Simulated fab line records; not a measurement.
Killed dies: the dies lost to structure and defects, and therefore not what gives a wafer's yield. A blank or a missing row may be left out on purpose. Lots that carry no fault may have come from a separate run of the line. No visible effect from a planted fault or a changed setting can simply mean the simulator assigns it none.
Split-lot experiment || flow berkeley_cmos170 || 23 wafers read from 5 lots, route of 331 steps

== THE SPLIT ==
At UCB170_V1_PEB_10, the setting peb_temp_c was moved away from the recipe's 130 C on 9 of the 23 wafers read, by -2.4% to +1.9%. The other wafers ran this setting at the recipe's value.

== FROM THE SPLIT TO THE READING: what the file shows between them, 4 steps ==
- UCB170_V1_DEVELOP_11: develop time 45 s
- UCB170_V1_CD_MEAS_12: target cd 700 nm
- UCB170_V1_ETCH_14: etches SiO2 in CHF3/CF4/Ar, stops on Al, target depth 1250 nm, time 291 s
- UCB170_V1_STRIP_15: strips in O2

== THE READING ==
Shown in nm: cd_nm at UCB170_V1_CD_MEAS_90, with target cd 700 nm. On this fab line, fault-free wafers typically give 699.8 nm with a standard deviation of 1.7 nm.

{"wafer": "L074.1", "tool, chamber at the split": "litho_track-01, 0", "peb_temp_c as run, C": 126.9, "against the recipe": "-2.4%", "cd_nm, nm": 678.4, "against lot-mates on the recipe": -23.1}
{"wafer": "L074.2", "tool, chamber at the split": "litho_track-01, 0", "peb_temp_c as run, C": 130, "against the recipe": "recipe", "cd_nm, nm": 701.7, "against lot-mates on the recipe": "-"}
{"wafer": "L074.3", "tool, chamber at the split": "litho_track-01, 0", "peb_temp_c as run, C": 130, "against the recipe": "recipe", "cd_nm, nm": 701.6, "against lot-mates on the recipe": "-"}
{"wafer": "L074.4", "tool, chamber at the split": "litho_track-01, 0", "peb_temp_c as run, C": 130, "against the recipe": "recipe", "cd_nm, nm": 701.1, "against lot-mates on the recipe": "-"}
{"wafer": "L074.6", "tool, chamber at the split": "litho_track-01, 0", "peb_temp_c as run, C": 126.9, "against the recipe": "-2.4%", "cd_nm, nm": 676.9, "against lot-mates on the recipe": -24.6}
{"wafer": "L075.1", "tool, chamber at the split": "litho_track-03, 0", "peb_temp_c as run, C": 130, "against the recipe": "recipe", "cd_nm, nm": 699.3, "against lot-mates on the recipe": "-"}
{"wafer": "L075.2", "tool, chamber at the split": "litho_track-03, 0", "peb_temp_c as run, C": 130, "against the recipe": "recipe", "cd_nm, nm": 698.1, "against lot-mates on the recipe": "-"}
{"wafer": "L075.3", "tool, chamber at the split": "litho_track-03, 0", "peb_temp_c as run, C": 130, "against the recipe": "recipe", "cd_nm, nm": 699.9, "against lot-mates on the recipe": "-"}
{"wafer": "L075.5", "tool, chamber at the split": "litho_track-03, 0", "peb_temp_c as run, C": 132, "against the recipe": "+1.5%", "cd_nm, nm": 711.5, "against lot-mates on the recipe": "+12.4"}
{"wafer": "L075.6", "tool, chamber at the split": "litho_track-03, 0", "peb_temp_c as run, C": 132, "against the recipe": "+1.5%", "cd_nm, nm": 711.9, "against lot-mates on the recipe": "+12.8"}
{"wafer": "L076.1", "tool, chamber at the split": "litho_track-02, 0", "peb_temp_c as run, C": 130, "against the recipe": "recipe", "cd_nm, nm": 697.5, "against lot-mates on the recipe": "-"}
{"wafer": "L076.2", "tool, chamber at the split": "litho_track-02, 0", "peb_temp_c as run, C": 130, "against the recipe": "recipe", "cd_nm, nm": 699.2, "against lot-mates on the recipe": "-"}
{"wafer": "L076.3", "tool, chamber at the split": "litho_track-02, 0", "peb_temp_c as run, C": 132.5, "against the recipe": "+1.9%", "cd_nm, nm": 713.9, "against lot-mates on the recipe": "+15.3"}
{"wafer": "L076.4", "tool, chamber at the split": "litho_track-02, 0", "peb_temp_c as run, C": 132.5, "against the recipe": "+1.9%", "cd_nm, nm": 712.1, "against lot-mates on the recipe": "+13.5"}
{"wafer": "L076.5", "tool, chamber at the split": "litho_track-02, 0", "peb_temp_c as run, C": 130, "against the recipe": "recipe", "cd_nm, nm": 699.1, "against lot-mates on the recipe": "-"}
{"wafer": "L084.1", "tool, chamber at the split": "litho_track-02, 0", "peb_temp_c as run, C": 130, "against the recipe": "recipe", "cd_nm, nm": 702.6, "against lot-mates on the recipe": "-"}
{"wafer": "L084.3", "tool, chamber at the split": "litho_track-02, 0", "peb_temp_c as run, C": 130, "against the recipe": "recipe", "cd_nm, nm": 700.8, "against lot-mates on the recipe": "-"}
{"wafer": "L084.6", "tool, chamber at the split": "litho_track-02, 0", "peb_temp_c as run, C": 130, "against the recipe": "recipe", "cd_nm, nm": 698.6, "against lot-mates on the recipe": "-"}
{"wafer": "L085.1", "tool, chamber at the split": "litho_track-03, 0", "peb_temp_c as run, C": 127.9, "against the recipe": "-1.6%", "cd_nm, nm": 685.5, "against lot-mates on the recipe": -16.9}
{"wafer": "L085.2", "tool, chamber at the split": "litho_track-03, 0", "peb_temp_c as run, C": 127.9, "against the recipe": "-1.6%", "cd_nm, nm": 686.3, "against lot-mates on the recipe": -16.1}
{"wafer": "L085.3", "tool, chamber at the split": "litho_track-03, 0", "peb_temp_c as run, C": 130, "against the recipe": "recipe", "cd_nm, nm": 704.0, "against lot-mates on the recipe": "-"}
{"wafer": "L085.4", "tool, chamber at the split": "litho_track-03, 0", "peb_temp_c as run, C": 130, "against the recipe": "recipe", "cd_nm, nm": 700.8, "against lot-mates on the recipe": "-"}
{"wafer": "L085.6", "tool, chamber at the split": "litho_track-03, 0", "peb_temp_c as run, C": 127.9, "against the recipe": "-1.6%", "cd_nm, nm": 686.7, "against lot-mates on the recipe": -15.7}

THE FIT
A straight line over all 23 wafers: cd_nm changes by +8.25 nm for each +1% of peb_temp_c; r = +0.98; the points scatter about the line by 1.9 nm.
The same after taking each lot's own level away (the mean of its wafers on the recipe; 23 wafers): +9.07 nm for each +1%; r = +0.99; scatter 1.5 nm.
The reading moves by 22 nm for the largest change in peb_temp_c, on that fit.
From 698.60 to 702.40 nm: that is the span of the lots' own levels, equal to 2.2 times the standard deviation above.
So the lot-to-lot level changes the slope little: the two slopes agree.
Check: with one of the wafers moved furthest among these (-2.4%) left out of the fit, the line predicts -22.2 nm for it against its lot-mates. It came out at -23.1 nm against them.

== THE WHOLE CHAIN: every reading that the file lists as answering this split, in the file's order ==
{"step": "UCB170_V1_CD_MEAS_12", "what it does": "target cd 700 nm", "reading": "cd_nm", "change (the file's fit)": "+8.8 nm for each +1% of the setting", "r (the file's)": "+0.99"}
{"step": "UCB170_V1_ETCH_14", "what it does": "etches SiO2 in CHF3/CF4/Ar, stops on Al, target depth 1250 nm, time 291 s", "reading": "V1.cd_nm (the simulator's own value, which no gauge read)", "change (the file's fit)": "+9.03 nm for each +1% of the setting", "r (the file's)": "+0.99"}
{"step": "UCB170_V1_CD_MEAS_90", "what it does": "target cd 700 nm", "reading": "cd_nm", "change (the file's fit)": "+9.05 nm for each +1% of the setting", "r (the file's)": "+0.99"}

== FILE'S OWN FIT ==
cd_nm changes by +9.05 nm for each +1% of peb_temp_c, r = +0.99.
